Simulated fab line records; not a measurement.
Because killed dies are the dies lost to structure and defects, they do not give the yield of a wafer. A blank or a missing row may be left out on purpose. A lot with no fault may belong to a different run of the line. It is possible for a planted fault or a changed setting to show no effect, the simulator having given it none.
fab line records	flow rit-cmos
record lots=6	wafers=18	last-day=7
route steps=202 shown CONTACT@183 M1@184
lots that met no fault: from a run of the same line without faults
start-h: start of the lot's first displayed wafer, in hours after the record's first day	wait-h: time in hours since the lot's previous step	" as in the row above	L1.1+2: several wafers, shown together as one row	- value missing, or start not given	* or withheld: withheld	< > ~ a bound
route shown NAME@n: a module of which the file shows steps, and the number in the route of the first	usual: mean/standard deviation of fault-free wafers	same: alike in all rows	chamber/n: place in a boat	sites: per-site readings	_std_site: the values' standard deviation	_edge_site: the outer-site mean with the inner-site mean subtracted	radius-mm: for every site, how far away it sits from the centre of the wafer	mask NAME#n: copy n	behind: tool/chamber where the wafer was last shaped	hold: why the lot was held/for how many hours/how that ended	device: names the non-switching transistor (n, p or np)	end of line: the same wafers' tests at the end of the route	for a step that has no rows: nothing shown but its recipe	killed: dies lost to structure and defects at the first sort, not the wafer's yield	map: per-die view of a wafer (x killed, . not killed, _ where there is no die)
set.NAME: the setting that was run; set.NAME@STEP: the one run at that earlier step	model.NAME: the simulator's own value behind a step, which no gauge read
a table for each step, a row for each wafer; lots at some steps of the route
services: a tool's chamber out of use, with start hour (start-h, from the record's first day; less than 0 if before it), hours out, and reason
## steps
# step RIT_CONTACT_CLEAN_14
# recipe chemistry=SC2	mix=3:3:50	time-s=600	temp-c=75	dry=n2-spin
# step RIT_M1_SPUTTER_00
# recipe material=Al	target-thk-nm=400	power-w=2000	chamber-pressure-pa=0.4	gas=Ar	time-s=500	substrate-temp-c=25
# usual throttle-valve-pct=30.0/1
lot.wafer	tool	chamber	start-h	wait-h	throttle-valve-pct
L238.3	pvd-sputter-02	-	59.04	0.0	31.9
L238.5	"	-	"	"	29.8
L238.6	"	-	"	"	30.3
L239.1	pvd-sputter-03	-	64.15	0.0	30.3
L239.5	"	-	"	"	30.1
L239.6	"	-	"	"	28.3
L241.2	pvd-sputter-03	-	74.04	0.0	30.1
L241.5	"	-	"	"	30.4
L241.6	"	-	"	"	30.0
L247.1	pvd-sputter-03	-	102.56	0.0	30.5
L247.5	"	-	"	"	28.3
L247.6	"	-	"	"	30.1
L256.2	pvd-sputter-02	-	148.60	0.0	29.9
L256.3	"	-	"	"	29.9
L256.4	"	-	"	"	31.7
L259.3	pvd-sputter-03	-	161.75	0.0	30.3
L259.4	"	-	"	"	28.3
L259.5	"	-	"	"	30.4
# step RIT_M1_RS_MEAS_01
# recipe thk-meas-gauge=four-point-probe	reads=Al_of_M1_SPUTTER_00
# usual M1_AL_RS=0.0729/0.0008
lot.wafer	tool	chamber	start-h	wait-h	M1_AL_RS[ohm/sq]
L238.3	film-metro-02	-	59.37	0.2	0.0729
L238.5	"	-	"	"	0.0734
L238.6	"	-	"	"	0.0732
L239.1	film-metro-02	-	64.44	0.1	0.0728
L239.5	"	-	"	"	0.0723
L239.6	"	-	"	"	0.0726
L241.2	film-metro-02	-	74.35	0.2	0.0718
L241.5	"	-	"	"	0.0711
L241.6	"	-	"	"	0.0714
L247.1	film-metro-01	-	102.86	0.1	0.0731
L247.5	"	-	"	"	0.0722
L247.6	"	-	"	"	0.0729
L256.2	film-metro-02	-	148.92	0.2	0.0732
L256.3	"	-	"	"	0.0730
L256.4	"	-	"	"	0.0732
L259.3	film-metro-04	-	162.08	0.2	0.0749
L259.4	"	-	"	"	0.0738
L259.5	"	-	"	"	0.0740
# step RIT_M1_THK_MEAS_02
# recipe thk-meas-gauge=xrf	reads=Al_of_M1_SPUTTER_00
# usual M1_AL_THK=401/4.7
lot.wafer	tool	chamber	start-h	wait-h	M1_AL_THK[nm]
L238.3	film-metro-02	-	59.47	0.1	403
L238.5	"	-	"	"	399
L238.6	"	-	"	"	397
L239.1	film-metro-02	-	64.56	0.1	402
L239.5	"	-	"	"	405
L239.6	"	-	"	"	402
L241.2	film-metro-02	-	74.46	0.1	409
L241.5	"	-	"	"	410
L241.6	"	-	"	"	409
L247.1	film-metro-01	-	102.98	0.1	398
L247.5	"	-	"	"	405
L247.6	"	-	"	"	400
L256.2	film-metro-02	-	149.03	0.1	400
L256.3	"	-	"	"	403
L256.4	"	-	"	"	400
L259.3	film-metro-04	-	162.18	0.1	392
L259.4	"	-	"	"	394
L259.5	"	-	"	"	396
# step RIT_M1_HMDS_03
# recipe prime-time-s=60	prime-temp-c=140
# step RIT_M1_COAT_04
# recipe resist=NOVOLAK	spin-rpm=2000	resist-thk-nm=1300
# step RIT_M1_SOFTBAKE_05
# recipe resist=NOVOLAK	temp-c=90	time-s=60
# step RIT_M1_EXPOSE_06
# recipe mask-id=M12	na=0.6	source-shape=conventional	sigma-outer=0.5	target-cd-nm=2600	dose-mj=250
# step RIT_M1_PEB_07
# recipe resist=NOVOLAK	temp-c=withheld	time-s=withheld
# step RIT_M1_DEVELOP_08
# recipe resist=NOVOLAK	develop-time-s=68	dev-temp-c=23
# step RIT_M1_CD_MEAS_09
# recipe target-cd-nm=2600
# usual cd-nm=2600.3/2.5
lot.wafer	tool	chamber	start-h	wait-h	cd-nm
L238.3	cd-sem-02	-	60.61	-	2602.2
L238.5	"	-	"	"	2600.6
L238.6	"	-	"	"	2601.9
L239.1	cd-sem-02	-	65.50	-	2602.5
L239.5	"	-	"	"	2598.9
L239.6	"	-	"	"	2598.5
L241.2	cd-sem-02	-	75.54	-	2599.3
L241.5	"	-	"	"	2599.4
L241.6	"	-	"	"	2600.6
L247.1	cd-sem-01	-	104.04	-	2601.9
L247.5	"	-	"	"	2601.8
L247.6	"	-	"	"	2603.8
L256.2	cd-sem-02	-	150.10	-	2597.6
L256.3	"	-	"	"	2597.4
L256.4	"	-	"	"	2597.3
L259.3	cd-sem-01	-	163.14	-	2594.9
L259.4	"	-	"	"	2596.7
L259.5	"	-	"	"	2596.2
# step RIT_M1_OVL_MEAS_10
# usual M1_OVL=-0.6/1.4
lot.wafer	tool	chamber	start-h	wait-h	M1_OVL[nm]
L238.3	overlay-01	-	60.70	0.1	2.5
L238.5	"	-	"	"	1.3
L238.6	"	-	"	"	0.4
L239.1	overlay-02	-	65.62	0.1	-0.6
L239.5	"	-	"	"	-0.7
L239.6	"	-	"	"	-0.3
L241.2	overlay-02	-	75.65	0.1	-1.5
L241.5	"	-	"	"	-1.5
L241.6	"	-	"	"	-2.2
L247.1	overlay-02	-	104.16	0.1	-1.1
L247.5	"	-	"	"	-3.1
L247.6	"	-	"	"	-2.3
L256.2	overlay-02	-	150.21	0.1	-1.5
L256.3	"	-	"	"	-1.3
L256.4	"	-	"	"	-2.5
L259.3	overlay-01	-	163.24	0.1	1.0
L259.4	"	-	"	"	1.2
L259.5	"	-	"	"	0.4
# step RIT_M1_HARDBAKE_11
# recipe resist=NOVOLAK	temp-c=140	time-s=120
# usual chill-plate-temp-C=22.98/0.12	heater-power-total-W=52.04/0.065	plate-temp-C=140.02/0.13
lot.wafer	tool	chamber	start-h	wait-h	chill-plate-temp-C	heater-power-total-W	plate-temp-C
L238.3	litho-track-02	0	60.81	0.1	23.24	52.10	139.80
L238.5	"	0	"	"	22.99	51.98	140.05
L238.6	"	0	"	"	22.98	52.10	139.87
L239.1	litho-track-01	0	65.66	0.0	22.94	52.07	139.97
L239.5	"	0	"	"	22.80	52.01	140.14
L239.6	"	0	"	"	23.05	52.02	140.16
L241.2	litho-track-01	0	75.72	0.1	22.85	50.55	137.07
L241.5	"	0	"	"	22.90	50.66	136.97
L241.6	"	0	"	"	22.89	50.54	137.12
L247.1	litho-track-01	0	104.20	0.0	22.96	50.71	137.02
L247.5	"	0	"	"	22.96	50.64	137.08
L247.6	"	0	"	"	23.01	50.71	137.10
L256.2	litho-track-02	0	150.28	0.1	23.13	51.95	139.99
L256.3	"	0	"	"	23.07	52.01	139.89
L256.4	"	0	"	"	23.00	52.04	139.81
L259.3	litho-track-03	0	163.34	0.1	22.98	52.08	140.21
L259.4	"	0	"	"	22.78	51.97	139.91
L259.5	"	0	"	"	23.04	51.97	140.21
# step RIT_M1_METAL_ETCH_12
# recipe stop-on=SiO2	chemistry=Cl2/BCl3	target=Al	time-s=165	over-etch-frac=0.5	pressure-mtorr=100	target-depth-a=6000	rf-w=250	Cl2_flow_sccm=60	bcl3-flow-sccm=50
# usual drypump-motor-current-A=6.0/0.49	oes-product-au=0.772/0.014	throttle-valve-pct=8.29/0.13
lot.wafer	tool	chamber	start-h	wait-h	drypump-motor-current-A	oes-product-au	rf-hours-counter-h	throttle-valve-pct
L238.3	rie-metal-03	0	61.03	0.2	6.6	0.756	-	8.26
L238.5	"	1	"	"	5.3	0.777	-	8.41
L238.6	"	0	"	"	6.6	0.765	-	8.25
L239.1	rie-metal-01	1	65.91	0.2	6.2	0.762	36	8.55
L239.5	"	1	"	"	6.2	0.753	-	8.55
L239.6	"	0	"	"	6.1	0.798	-	8.27
L241.2	rie-metal-03	0	75.93	0.2	6.6	0.767	1	8.25
L241.5	"	0	"	"	6.6	0.767	-	8.27
L241.6	"	1	"	"	5.3	0.786	-	8.40
L247.1	rie-metal-03	1	104.45	0.2	5.3	0.774	1	8.40
L247.5	"	0	"	"	6.6	0.761	-	8.27
L247.6	"	1	"	"	5.3	0.784	-	8.40
L256.2	rie-metal-04	1	150.49	0.2	5.4	0.759	4	8.12
L256.3	"	1	"	"	5.4	0.771	-	8.10
L256.4	"	0	"	"	6.3	0.788	-	8.22
L259.3	rie-metal-04	1	163.56	0.2	5.4	0.748	-	8.13
L259.4	"	0	"	"	6.3	0.775	-	8.24
L259.5	"	1	"	"	5.4	0.762	-	8.13
# step RIT_M1_PROBE_99
# usual defect-limited-yield=97.5/1.1	killed-at-contacts=0.1/0.32	killed-at-front-end=7/3	killed-dies=7/3	killed-open=3.4/2.2	killed-short=3.3/1.8	sort_bin_3_pad_short=0.2/0.25	sort_bin_5_function=1.5/0.79	sort_bin_6_memory=0.9/0.65	sort-n-pass=257/3	sort-yield-pct=97.5/1.1
# same gross-dies=264	killed_at_M0_to_M3=0	killed_at_M4_up=0	killed-at-back-side=0	killed-at-other=0
lot.wafer	tool	chamber	start-h	wait-h	defect-limited-yield[%]	killed-at-contacts	killed-at-front-end	killed-dies	killed-open	killed-short	sort_bin_3_pad_short[%]	sort_bin_5_function[%]	sort_bin_6_memory[%]	sort-n-pass	sort-yield-pct[%]
L238.3	prober-02	-	64.46	0.2	97.7	0	6	6	3	3	0.4	1.1	0.8	258	97.7
L238.5	prober-02	-	64.56	0.2	98.5	0	4	4	1	3	0.4	0.8	0.4	260	98.5
L238.6	prober-02	-	64.61	0.2	97.3	0	7	7	3	4	0.4	2.3	0	257	97.3
L239.1	prober-01	-	68.46	0.1	98.5	0	4	4	1	3	0.4	0.8	0.4	260	98.5
L239.5	prober-01	-	68.66	0.2	97.3	1	6	7	4	3	0	1.5	1.1	257	97.3
L239.6	prober-01	-	68.71	0.2	97.0	0	8	8	2	6	0	1.1	1.9	256	97.0
L241.2	prober-01	-	78.24	0.1	97.0	0	8	8	4	4	0	1.1	1.9	256	97.0
L241.5	prober-01	-	78.39	0.2	98.5	0	4	4	2	2	0	1.1	0.4	260	98.5
L241.6	prober-01	-	78.44	0.2	97.3	0	7	7	1	6	0.4	0.8	1.5	257	97.3
L247.1	prober-01	-	106.70	0.1	98.5	0	4	4	0	4	0	0.8	0.8	260	98.5
L247.5	prober-01	-	106.90	0.2	98.5	0	4	4	2	2	0	1.1	0.4	260	98.5
L247.6	prober-01	-	106.95	0.2	98.5	1	3	4	2	2	0.4	0.8	0.4	260	98.5
L256.2	prober-02	-	152.79	0.1	97.7	0	6	6	3	3	0.4	1.1	0.8	258	97.7
L256.3	prober-02	-	152.84	0.2	97.7	0	6	6	4	2	0	1.5	0.8	258	97.7
L256.4	prober-02	-	152.89	0.2	97.0	1	7	8	5	3	0	2.7	0.4	256	97.0
L259.3	prober-01	-	165.86	0.2	98.1	0	5	5	2	3	0	1.1	0.8	259	98.1
L259.4	prober-01	-	165.91	0.2	96.6	0	9	9	4	5	0	0.8	2.7	255	96.6
L259.5	prober-01	-	165.96	0.2	97.7	0	6	6	2	4	0	1.5	0.8	258	97.7
# killed by level:class
L238.3 GATE:geometric-particle:short=2 SPACER:geometric-particle:open=2 GATE:geometric-particle:open=1 SILICIDE:geometric-particle:short=1
L238.5 FOX1:geometric-particle:short=1 GATE:geometric-particle:short=1 REOX:geometric-particle:open=1 SILICIDE:geometric-particle:short=1
L238.6 GATE:geometric-particle:short=2 FOX1:geometric-particle:open=1 REOX:geometric-particle:open=1 SPACER:geometric-particle:open=1 SPACER:geometric-particle:short=1 SILICIDE:geometric-particle:short=1
L239.1 GATE:geometric-particle:short=3 FOX2:geometric-particle:open=1
L239.5 GATE:geometric-particle:open=3 REOX:geometric-particle:short=1 SILICIDE:geometric-particle:short=1 SILICIDE:geometric-particle:open=1 CONTACT:geometric-particle:short=1
L239.6 GATE:geometric-particle:short=5 FOX1:geometric-particle:open=1 REOX:geometric-particle:short=1 SPACER:geometric-particle:open=1
L241.2 SILICIDE:geometric-particle:short=2 SILICIDE:geometric-particle:open=2 FOX1:geometric-particle:open=1 FOX1:geometric-particle:short=1 GATE:geometric-particle:short=1 GATE:geometric-particle:open=1
L241.5 ACTIVE:geometric-particle:open=1 FOX2:geometric-particle:open=1 GATE:geometric-particle:short=1 REOX:geometric-particle:short=1
L241.6 SILICIDE:geometric-particle:short=3 GATE:geometric-particle:short=2 SPACER:geometric-particle:short=1 SILICIDE:geometric-particle:open=1
L247.1 GATE:geometric-particle:short=2 FOX2:geometric-particle:short=1 SILICIDE:geometric-particle:short=1
L247.5 FOX2:geometric-particle:open=2 FOX1:geometric-particle:short=1 SILICIDE:geometric-particle:short=1
L247.6 REOX:geometric-particle:open=2 SPACER:geometric-particle:short=1 CONTACT:geometric-particle:short=1
L256.2 FOX2:geometric-particle:open=2 FOX2:geometric-particle:short=1 GATE:geometric-particle:short=1 REOX:geometric-particle:open=1 SPACER:geometric-particle:short=1
L256.3 GATE:geometric-particle:open=3 FOX2:geometric-particle:short=1 GATE:geometric-particle:short=1 SILICIDE:geometric-particle:open=1
L256.4 FOX1:geometric-particle:open=1 FOX2:geometric-particle:open=1 FOX2:geometric-particle:short=1 REOX:geometric-particle:short=1 SPACER:geometric-particle:short=1 SPACER:geometric-particle:open=1 SILICIDE:geometric-particle:open=1 CONTACT:geometric-particle:open=1
L259.3 FOX1:geometric-particle:short=3 FOX1:geometric-particle:open=1 GATE:geometric-particle:open=1
L259.4 REOX:geometric-particle:open=2 SILICIDE:geometric-particle:short=2 FOX1:geometric-particle:open=1 FOX1:geometric-particle:short=1 GATE:geometric-particle:short=1 REOX:geometric-particle:short=1 SILICIDE:geometric-particle:open=1
L259.5 GATE:geometric-particle:short=2 REOX:geometric-particle:short=1 SPACER:geometric-particle:open=1 SILICIDE:geometric-particle:open=1 SILICIDE:geometric-particle:short=1
## services
tool	chamber	start-h	hours	kind
rie-metal-04	-	48.68	2.3	repair
rie-metal-01	1	53.48	4.3	repair
pvd-sputter-02	-	68.49	3.0	repair
rie-metal-01	0	95.27	11.7	repair
rie-metal-04	-	125.03	1.4	pm
rie-metal-01	-	136.12	20.0	pm
rie-metal-01	0	136.12	20.0	vent-cycle
rie-metal-01	1	136.12	20.0	vent-cycle
rie-metal-01	0	156.12	-	clean
rie-metal-01	1	156.12	-	clean
## key
first-sign step=RIT_M1_HARDBAKE_11	reading=plate-temp-C	direction=down	sigmas=22	usual=*	struck=*
effect step=RIT_M1_HARDBAKE_11	reading=heater-power-total-W	direction=down	sigmas=22	usual=52.04	struck=50.63
met-at RIT_M1_HARDBAKE_11
struck-wafers L241.2,L241.5,L241.6,L247.1,L247.5,L247.6
onset-between 65.66 75.72
fault kind=process-parameter-drift	tool=litho-track-01	chamber=-	onset-h=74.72	steps=RIT_M1_HARDBAKE_11	channel=temp-c	offset=*	shape=step	end-h=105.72	acts-in=*	stated=*
